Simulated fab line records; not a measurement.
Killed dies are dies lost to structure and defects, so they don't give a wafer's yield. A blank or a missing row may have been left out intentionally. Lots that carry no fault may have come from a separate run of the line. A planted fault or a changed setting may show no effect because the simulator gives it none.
The tool behind it: which one? | flow berkeley cmos170 | 14 lots, 42 wafers sampled, at 5 steps of a route of 331

== WHAT THE GAUGES READ, wafer by wafer ==
UCB170_V1_CD_MEAS_12: the cd target is 700 nm.
lot  | measured     | on        | cd nm (nm)
L761 | day 8 22:02  | cd sem-01 | 700.4 699.0 698.0
L758 | day 8 23:37  | cd sem-01 | 701.1 701.9 701.8
L759 | day 9 01:31  | cd sem-02 | 699.4 698.9 699.3
L760 | day 9 01:46  | cd sem-01 | 700.4 701.1 699.9
L762 | day 9 16:07  | cd sem-01 | 699.3 701.1 701.0
L768 | day 10 13:55 | cd sem-02 | 698.8 698.3 699.8
L766 | day 10 13:52 | cd sem-01 | 614.7 615.2 613.2
L770 | day 11 05:30 | cd sem-02 | 616.1 616.3 616.0
L771 | day 11 11:59 | cd sem-02 | 702.2 701.5 701.3
L773 | day 12 04:34 | cd sem-02 | 701.7 702.8 703.1
L775 | day 12 18:14 | cd sem-01 | 700.9 698.7 699.2
L777 | day 12 18:01 | cd sem-01 | 700.6 699.9 701.0
L778 | day 12 18:25 | cd sem-01 | 697.4 700.0 699.0
L780 | day 12 21:40 | cd sem-02 | 697.3 698.5 697.6

UCB170_M2_CD_MEAS_90: the cd target is 700 nm.
lot  | measured     | on        | cd nm (nm)
L761 | day 9 02:07  | cd sem-01 | 696.9 703.7 701.2
L758 | day 9 05:47  | cd sem-01 | 700.8 703.8 701.2
L759 | day 9 06:11  | cd sem-02 | 700.0 697.2 697.6
L760 | day 9 06:19  | cd sem-01 | 694.6 697.9 700.4
L762 | day 9 19:22  | cd sem-01 | 704.9 704.4 699.8
L768 | day 10 17:24 | cd sem-01 | 700.3 697.6 702.4
L766 | day 10 17:13 | cd sem-02 | 693.6 695.1 698.6
L770 | day 11 09:07 | cd sem-02 | 702.8 697.5 701.5
L771 | day 11 15:12 | cd sem-02 | 697.0 703.1 702.5
L773 | day 12 07:50 | cd sem-02 | 700.6 699.8 700.3
L775 | day 12 22:51 | cd sem-01 | 697.4 699.2 698.2
L777 | day 12 22:28 | cd sem-01 | 697.1 702.8 694.2
L778 | day 12 22:57 | cd sem-02 | 700.4 700.8 700.6
L780 | day 13 00:58 | cd sem-01 | 697.5 696.0 697.3

== EACH LOT AND THE TOOL THAT RAN IT (in order: tool; ch and the chambers of the sampled wafers; start) ==
lot  | UCB170_CONTACT_STRIP_06              | UCB170_CONTACT_ETCH_17             | UCB170_V1_PEB_10
L761 | plasma asher-04 ch 0,1, day 8 15:19  | rie diel-01 ch 0,2, day 8 16:40    | litho track-03 ch 0, day 8 21:45
L758 | plasma asher-03 ch 0,1, day 8 15:50  | rie diel-04 ch 1,2, day 8 17:29    | litho track-03 ch 0, day 8 23:20
L759 | plasma asher-04 ch 0,1, day 8 17:06  | rie diel-01 ch 0,1,2, day 8 18:37  | litho track-02 ch 0, day 9 01:15
L760 | plasma asher-02 ch 0,1, day 8 17:07  | rie diel-04 ch 0,1,3, day 8 18:53  | litho track-03 ch 0, day 9 01:29
L762 | plasma asher-03 ch 0,1, day 9 08:53  | rie diel-01 ch 1,2,3, day 9 10:14  | litho track-03 ch 0, day 9 15:50
L768 | plasma asher-03 ch 0,1, day 10 02:09 | rie diel-04 ch 0,2, day 10 03:52   | litho track-01 ch 0, day 10 13:38
L766 | plasma asher-04 ch 0,1, day 10 03:32 | rie diel-01 ch 1,2, day 10 04:58   | litho track-02 ch 0, day 10 13:32
L770 | plasma asher-03 ch 0,1, day 10 20:19 | rie diel-04 ch 0,1,2, day 10 22:12 | litho track-02 ch 0, day 11 05:13
L771 | plasma asher-04 ch 0,1, day 11 03:40 | rie diel-02 ch 0,1, day 11 05:07   | litho track-03 ch 0, day 11 11:43
L773 | plasma asher-02 ch 0,1, day 11 19:11 | rie diel-02 ch 0,1,2, day 11 21:14 | litho track-01 ch 0, day 12 04:18
L775 | plasma asher-03 ch 0,1, day 12 08:46 | rie diel-01 ch 0,2,3, day 12 10:51 | litho track-01 ch 0, day 12 17:58
L777 | plasma asher-04 ch 0,1, day 12 08:49 | rie diel-04 ch 1,3, day 12 10:39   | litho track-01 ch 0, day 12 17:43
L778 | plasma asher-04 ch 0,1, day 12 08:52 | rie diel-04 ch 1,2, day 12 11:06   | litho track-03 ch 0, day 12 18:08
L780 | plasma asher-02 ch 0,1, day 12 12:32 | rie diel-01 ch 1,2, day 12 14:19   | litho track-03 ch 0, day 12 21:23
- UCB170_CONTACT_STRIP_06: strips in O2.
- UCB170_CONTACT_ETCH_17: etches BARC in N2/H2.
- UCB170_V1_PEB_10

== AS READ BY THE TOOLS THEMSELVES (means over the sampled wafers that have a number; for cases with no such wafer, the mark the record gives instead) ==
UCB170_CONTACT_STRIP_06.
lot  | tool            | drypump motor current A (A) | oes product au (a.u.) | strip time to endpoint s (s)
L761 | plasma asher-04 | 5.7                         | 0.737                 | 22.01
L758 | plasma asher-03 | 5.9                         | 0.735                 | 21.99
L759 | plasma asher-04 | 5.5                         | 0.736                 | 21.97
L760 | plasma asher-02 | 5.7                         | 0.736                 | 21.92
L762 | plasma asher-03 | 6.0                         | 0.733                 | 21.83
L768 | plasma asher-03 | 5.9                         | 0.735                 | 21.99
L766 | plasma asher-04 | 5.4                         | 0.737                 | 21.92
L770 | plasma asher-03 | 6.0                         | 0.736                 | 21.89
L771 | plasma asher-04 | 5.5                         | 0.734                 | 21.89
L773 | plasma asher-02 | 5.7                         | 0.737                 | 21.88
L775 | plasma asher-03 | 5.9                         | 0.739                 | 21.96
L777 | plasma asher-04 | 5.5                         | 0.729                 | 22.04
L778 | plasma asher-04 | 5.5                         | 0.733                 | 22.06
L780 | plasma asher-02 | 5.9                         | 0.737                 | 21.95

UCB170_CONTACT_ETCH_17.
lot  | tool        | drypump motor current A (A) | n2 flow sccm (sccm) | oes product au (a.u.) | throttle valve pct (%)
L761 | rie diel-01 | 5.3                         | 99.9                | 0.991                 | 13.15
L758 | rie diel-04 | 6.1                         | 100.1               | 0.999                 | 13.19
L759 | rie diel-01 | 5.3                         | 100.1               | 1.003                 | 13.07
L760 | rie diel-04 | 5.5                         | 99.9                | 0.984                 | 13.30
L762 | rie diel-01 | 5.6                         | 99.9                | 1.009                 | 13.12
L768 | rie diel-04 | 5.9                         | 99.9                | 1.003                 | 13.27
L766 | rie diel-01 | 5.2                         | 99.8                | 1.007                 | 13.02
L770 | rie diel-04 | 5.7                         | 100.2               | 0.996                 | 13.28
L771 | rie diel-02 | 5.2                         | 99.9                | 1.016                 | 13.32
L773 | rie diel-02 | 5.6                         | 99.9                | 1.009                 | 13.28
L775 | rie diel-01 | 5.7                         | 100.1               | 0.992                 | 13.14
L777 | rie diel-04 | 5.6                         | 100.2               | 0.981                 | 13.20
L778 | rie diel-04 | 6.1                         | 99.9                | 0.993                 | 13.19
L780 | rie diel-01 | 5.3                         | 100.0               | 1.009                 | 13.11

UCB170_V1_PEB_10.
lot  | tool           | heater power total W (W)
L761 | litho track-03 | 57.33
L758 | litho track-03 | 57.33
L759 | litho track-02 | 57.38
L760 | litho track-03 | 57.29
L762 | litho track-03 | 57.33
L768 | litho track-01 | 57.30
L766 | litho track-02 | 76.74
L770 | litho track-02 | 76.77
L771 | litho track-03 | 57.28
L773 | litho track-01 | 57.31
L775 | litho track-01 | 57.30
L777 | litho track-01 | 57.33
L778 | litho track-03 | 57.33
L780 | litho track-03 | 57.35

== THE ANSWER, worked out from the rows above alone ==
Rule: the usual values come from the lots themselves. The widest of any qualifying gaps counts: lots, ordered by their means at a reading, are off when they make up no more than a third of the lots, leave a main group of 4 or more, and stand apart from it by 3 or more times the standard deviation of that group's means. A main group whose means are all the same, to the digits that the tables above print for the reading, isn't used. A lot without any number at a reading at which 4 lots or more have one is off too. Any other lot the step has rows for is counted as sound. Order of review: gauges by route order, followed by the tools' own readings, for which a lot's mean as printed above is used. The first step at which some lot is off is used, and at that step the reading that is off furthest; a lot without a number counts as furthest.
Off: L766, L770, at UCB170_V1_CD_MEAS_12 (cd nm). The main group has a mean of 700.1 nm with a standard deviation of 1.3.
A tool fits if, at a process step before that reading, it ran every lot that is off, and no sound lot after the first of them. Not tried: the gauges at UCB170_V1_CD_MEAS_12; whatever is off there is also off at UCB170_V1_PEB_10, on other tools, and gauge error can't account for it. One fits: UCB170_V1_PEB_10 on litho track-02. A fault onset in the window from L759 (day 9 01:15, its last sound lot) to L766 (day 10 13:32, its first lot off) fits.
The tool's own readings at UCB170_V1_PEB_10 bear it out: on the lots that are off they differ by more than 5 times the standard deviation of the sound lots' means. heater power total W reads 76.75 W there against 57.32 W on the sound lots.

== WHAT THE SIMULATOR HAD INSERTED ==
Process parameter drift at UCB170_V1_PEB_10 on litho track-02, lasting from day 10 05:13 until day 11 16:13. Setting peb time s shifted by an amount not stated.
Shown lots that were struck: L766, L770. The rule above reached the same finding.
